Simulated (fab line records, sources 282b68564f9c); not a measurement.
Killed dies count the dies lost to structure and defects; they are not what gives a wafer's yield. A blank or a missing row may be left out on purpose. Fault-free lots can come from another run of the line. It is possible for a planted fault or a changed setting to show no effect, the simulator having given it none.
Split-lot experiment	flow ritCmos	5 lots, 23 wafers read, on a route of 202 steps

SPLIT DETAILS
At RIT_NWELL_IMPLANT_08, the setting energyKev was moved away from the recipe's 170 on 6 of the 23 wafers read, by -4.7% to +2.5%. For the rest of the wafers, this setting stayed at what the recipe calls for.

The reading is taken at the split's own step.

THE READING
In nm, at RIT_NWELL_IMPLANT_08: implant.drpNm, which is the simulator's own figure and was read by no gauge. The file gives no usual value for it.

wafer	tool, chamber at the split	energyKev as run	against the recipe	implant.drpNm, nm	against lot-mates on the recipe
L075.1	implanter-02, 0	170	recipe	68.82	-
L075.2	implanter-02, 0	170	recipe	68.82	-
L075.4	implanter-02, 0	170	recipe	68.82	-
L077.1	implanter-04, 0	170	recipe	68.82	-
L077.5	implanter-04, 0	170	recipe	68.82	-
L077.3	implanter-04, 0	162	-4.7%	66.43	-2.39
L077.4	implanter-04, 0	162	-4.7%	66.43	-2.39
L077.6	implanter-04, 0	162	-4.7%	66.43	-2.39
L079.1	implanter-02, 0	174.2	+2.5%	70.1	+1.28
L079.3	implanter-02, 0	174.2	+2.5%	70.1	+1.28
L079.6	implanter-02, 0	174.2	+2.5%	70.1	+1.28
L079.2	implanter-02, 0	170	recipe	68.82	-
L079.4	implanter-02, 0	170	recipe	68.82	-
L082.1	implanter-02, 0	170	recipe	68.82	-
L082.2	implanter-02, 0	170	recipe	68.82	-
L082.4	implanter-02, 0	170	recipe	68.82	-
L082.5	implanter-02, 0	170	recipe	68.82	-
L082.6	implanter-02, 0	170	recipe	68.82	-
L084.1	implanter-03, 0	170	recipe	68.82	-
L084.2	implanter-03, 0	170	recipe	68.82	-
L084.3	implanter-03, 0	170	recipe	68.82	-
L084.5	implanter-03, 0	170	recipe	68.82	-
L084.6	implanter-03, 0	170	recipe	68.82	-

THE FIT
A straight line over all 23 wafers: implant.drpNm changes by +0.51 nm for each +1% of energyKev; r = +1.00; the points scatter about the line by 0.0073 nm.
The same after taking each lot's own level away (the mean of its wafers on the recipe; 23 wafers): +0.51 nm for each +1%; r = +1.00; scatter 0.0073 nm.
Per that fit: largest energyKev move, reading shift of 2.4 nm.
The lots' own levels span 68.820 to 68.820 nm.
The two slopes are in agreement: the lot-to-lot level therefore moves the slope only a little.
Check: -2.4 nm against its lot-mates is what the line predicts for one of the wafers moved furthest among these (-4.7%) when that wafer is left out of the fit. Against them it came out at -2.39 nm.

THESE WAFERS: OTHER SPLITS
These wafers also went through other splits before the reading. Each is held against what the fit with the lots' levels taken away leaves over:
other split on the same wafers	wafers away from the commonest value	r with implant.drpNm (lot level and that fit taken away)
RIT_ACTIVE_CVD_03 sih2cl2FlowSccm	15	+0.04
RIT_ACTIVE_DEVELOP_10 developTimeS	7	-0.28
RIT_ACTIVE_STRIP_14 pressureMtorr	15	-0.42
RIT_FOX2_OXIDATION_00 oxTimeS	10	+0.49

THE WHOLE CHAIN: every reading that the file lists as answering this split, in the file's order
step	what it does	reading	change (the file's fit)	r (the file's)
RIT_NWELL_IMPLANT_08		implant.rpNm (the simulator's own value, which no gauge read)	+2.22 nm for each +1% of the setting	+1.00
RIT_NWELL_IMPLANT_08		implant.drpNm (the simulator's own value, which no gauge read)	+0.511 nm for each +1% of the setting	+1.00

THE FILE'S OWN FIT
implant.drpNm changes by +0.511 nm for each +1% of energyKev, r = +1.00.
